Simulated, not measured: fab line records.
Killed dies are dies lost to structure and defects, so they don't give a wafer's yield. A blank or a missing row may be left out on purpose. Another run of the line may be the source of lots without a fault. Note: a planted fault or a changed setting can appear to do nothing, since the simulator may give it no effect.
Split-lot trial | flow berkeley cmos170 | 5 lots, 23 wafers read, on a route of 331 steps

## ABOUT THE SPLIT
At UCB170_M3_METAL_ETCH_18 (etches Al in Cl2/BCl3, stops on SiO2, target depth 1170 nm, time 195 s), the setting time s was moved away from the recipe's 195 s on 8 of the 23 wafers read, by -10.3% to +14.5%. This setting was run at the recipe's value on the other wafers.

Between the split and the reading, the file records no step.

## THE READING
oes product au, in a.u., at UCB170_M3_STRIP_19 (strips in O2). A value of 0.531 a.u. with a standard deviation of 0.018 a.u. is what fault-free wafers of this fab line usually give.

wafer  | tool, chamber at the split | time s as run, s | against the recipe | oes product au, a.u. | against lot-mates on the recipe
L074.1 | rie metal-03, 1,0,1        | 195              | recipe             | 0.500                | -
L074.3 | rie metal-03, 1,0,1        | 195              | recipe             | 0.538                | -
L074.4 | rie metal-03, 1,0,1        | 195              | recipe             | 0.505                | -
L074.5 | rie metal-03, 1,0          | 187.2            | -4.0%              | 0.536                | +0.022
L074.6 | rie metal-03, 1,0          | 187.2            | -4.0%              | 0.566                | +0.052
L075.1 | rie metal-02, 1            | 195              | recipe             | 0.554                | -
L075.2 | rie metal-02, 1            | 195              | recipe             | 0.546                | -
L075.4 | rie metal-02, 1            | 195              | recipe             | 0.541                | -
L079.1 | rie metal-03, 1            | 223.2            | +14.5%             | 0.402                | -0.119
L079.2 | rie metal-03, 0,0,1        | 195              | recipe             | 0.532                | -
L079.4 | rie metal-03, 1            | 223.2            | +14.5%             | 0.389                | -0.132
L079.5 | rie metal-03, 0,0,1        | 195              | recipe             | 0.540                | -
L079.6 | rie metal-03, 0,0,1        | 195              | recipe             | 0.491                | -
L081.1 | rie metal-03, 0            | 217.4            | +11.5%             | 0.456                | -0.064
L081.2 | rie metal-03, 1,1,0        | 195              | recipe             | 0.511                | -
L081.3 | rie metal-03, 1,1,0        | 195              | recipe             | 0.506                | -
L081.4 | rie metal-03, 0            | 217.4            | +11.5%             | 0.459                | -0.061
L081.6 | rie metal-03, 1,1,0        | 195              | recipe             | 0.543                | -
L084.1 | rie metal-01, 0,1          | 174.9            | -10.3%             | 0.585                | +0.056
L084.2 | rie metal-01, 0,1          | 174.9            | -10.3%             | 0.614                | +0.085
L084.3 | rie metal-01, 0,1,1        | 195              | recipe             | 0.525                | -
L084.4 | rie metal-01, 0,1,1        | 195              | recipe             | 0.531                | -
L084.5 | rie metal-01, 0,1,1        | 195              | recipe             | 0.531                | -
Where a row lists several chambers, the file gives one row for several wafers and doesn't say which wafer went through which chamber.

FIT RESULTS
A straight line over all 23 wafers: oes product au changes by -0.0076 a.u. for each +1% of time s; r = -0.93; the points scatter about the line by 0.019 a.u.
The same after taking each lot's own level away (the mean of its wafers on the recipe; 23 wafers): -0.00736 a.u. for each +1%; r = -0.94; scatter 0.017 a.u.
On that fit, the largest move of time s shifts the reading by 0.11 a.u.
Measured against the standard deviation above, the lots' own levels, which go from 0.5143 to 0.5470 a.u., span 1.8 times it.
The two slopes are in agreement: the lot-to-lot level therefore moves the slope only a little.
Check: for one of the wafers moved furthest among these (+14.5%), held out of the fit, the line's prediction against its lot-mates is -0.102 a.u. It came out at -0.119 a.u. against them.

## THE OTHER SPLITS THESE WAFERS WENT THROUGH
Other splits were also applied to these wafers ahead of the reading. Each is held against what the fit with the lots' levels taken away leaves over:
other split on the same wafers | wafers away from the commonest value | r with oes product au (lot level and that fit taken away)
UCB170_M1_METAL_ETCH_12 icp w  | 11                                   | +0.29
UCB170_V1_PEB_10 peb temp c    | 8                                    | -0.13

## FILE'S OWN FIT
oes product au changes by -0.00737 a.u. for each +1% of time s, r = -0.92.
